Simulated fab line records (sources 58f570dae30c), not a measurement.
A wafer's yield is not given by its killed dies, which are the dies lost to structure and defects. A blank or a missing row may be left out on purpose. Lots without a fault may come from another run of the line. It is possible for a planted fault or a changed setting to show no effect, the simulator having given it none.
Lot-split experiment | flow berkeley-cmos170 | on a route of 331 steps: 5 lots, 23 wafers read

ABOUT THE SPLIT
At UCB170_NWELL_IMPLANT_14, the setting energy-kev was moved away from the recipe's 150 on 10 of the 23 wafers read, by -4.9% to +2.9%. This setting was run at the recipe's value on the other wafers.

The reading comes from the split's own step.

THE READING
The simulator's own value implant.drp-nm, read by no gauge, in nm at UCB170_NWELL_IMPLANT_14. The file does not state a usual value for it.

wafer  | tool, chamber at the split | energy-kev as run | against the recipe | implant.drp-nm, nm | against lot-mates on the recipe
L074.1 | implanter-02, 0            | 150               | recipe             | 62.72              | -
L074.3 | implanter-02, 0            | 150               | recipe             | 62.72              | -
L074.4 | implanter-02, 0            | 150               | recipe             | 62.72              | -
L074.2 | implanter-02, 0            | 145.1             | -3.3%              | 61.12              | -1.60
L074.5 | implanter-02, 0            | 145.1             | -3.3%              | 61.12              | -1.60
L077.2 | implanter-02, 0            | 145.8             | -2.8%              | 61.35              | -1.37
L077.4 | implanter-02, 0            | 145.8             | -2.8%              | 61.35              | -1.37
L077.6 | implanter-02, 0            | 145.8             | -2.8%              | 61.35              | -1.37
L077.3 | implanter-02, 0            | 150               | recipe             | 62.72              | -
L077.5 | implanter-02, 0            | 150               | recipe             | 62.72              | -
L082.1 | implanter-02, 0            | 154.3             | +2.9%              | 64.07              | +1.35
L082.3 | implanter-02, 0            | 154.3             | +2.9%              | 64.07              | +1.35
L082.4 | implanter-02, 0            | 154.3             | +2.9%              | 64.07              | +1.35
L082.2 | implanter-02, 0            | 150               | recipe             | 62.72              | -
L082.6 | implanter-02, 0            | 150               | recipe             | 62.72              | -
L084.1 | implanter-02, 0            | 150               | recipe             | 62.72              | -
L084.3 | implanter-02, 0            | 150               | recipe             | 62.72              | -
L084.5 | implanter-02, 0            | 150               | recipe             | 62.72              | -
L083.1 | implanter-04, 0            | 150               | recipe             | 62.72              | -
L083.3 | implanter-04, 0            | 150               | recipe             | 62.72              | -
L083.5 | implanter-04, 0            | 150               | recipe             | 62.72              | -
L083.2 | implanter-04, 0            | 142.7             | -4.9%              | 60.32              | -2.40
L083.4 | implanter-04, 0            | 142.7             | -4.9%              | 60.32              | -2.40

THE FIT
A straight line over all 23 wafers: implant.drp-nm changes by +0.486 nm for each +1% of energy-kev; r = +1.00; the points scatter about the line by 0.017 nm.
The same after taking each lot's own level away (the mean of its wafers on the recipe; 23 wafers): +0.486 nm for each +1%; r = +1.00; scatter 0.017 nm.
According to that fit, moving energy-kev by its largest amount changes the reading by 2.4 nm.
The lots' own levels span 62.720 to 62.720 nm.
Consequently the slope shifts little with the lot-to-lot level, the two slopes agreeing.
Check: -2.37 nm against its lot-mates is what the line predicts for one of the wafers moved furthest among these (-4.9%) when that wafer is left out of the fit. It came out at -2.4 nm against them.

THESE WAFERS: OTHER SPLITS
Note: prior to the reading, these wafers also went through further splits. Each is held against what the fit with the lots' levels taken away leaves over:
other split on the same wafers   | wafers away from the commonest value | r with implant.drp-nm (lot level and that fit taken away)
UCB170_NWELL_OXIDATION_01 temp-c | 18                                   | +0.17

THE WHOLE CHAIN: every reading that the file lists as answering this split, in the file's order
step                    | what it does | reading                                                         | change (the file's fit)               | r (the file's)
UCB170_NWELL_IMPLANT_14 |              | implant.rp-nm (the simulator's own value, which no gauge read)  | +1.94 nm for each +1% of the setting  | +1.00
UCB170_NWELL_IMPLANT_14 |              | implant.drp-nm (the simulator's own value, which no gauge read) | +0.489 nm for each +1% of the setting | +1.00

FILE'S OWN FIT
implant.drp-nm changes by +0.489 nm for each +1% of energy-kev, r = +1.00.
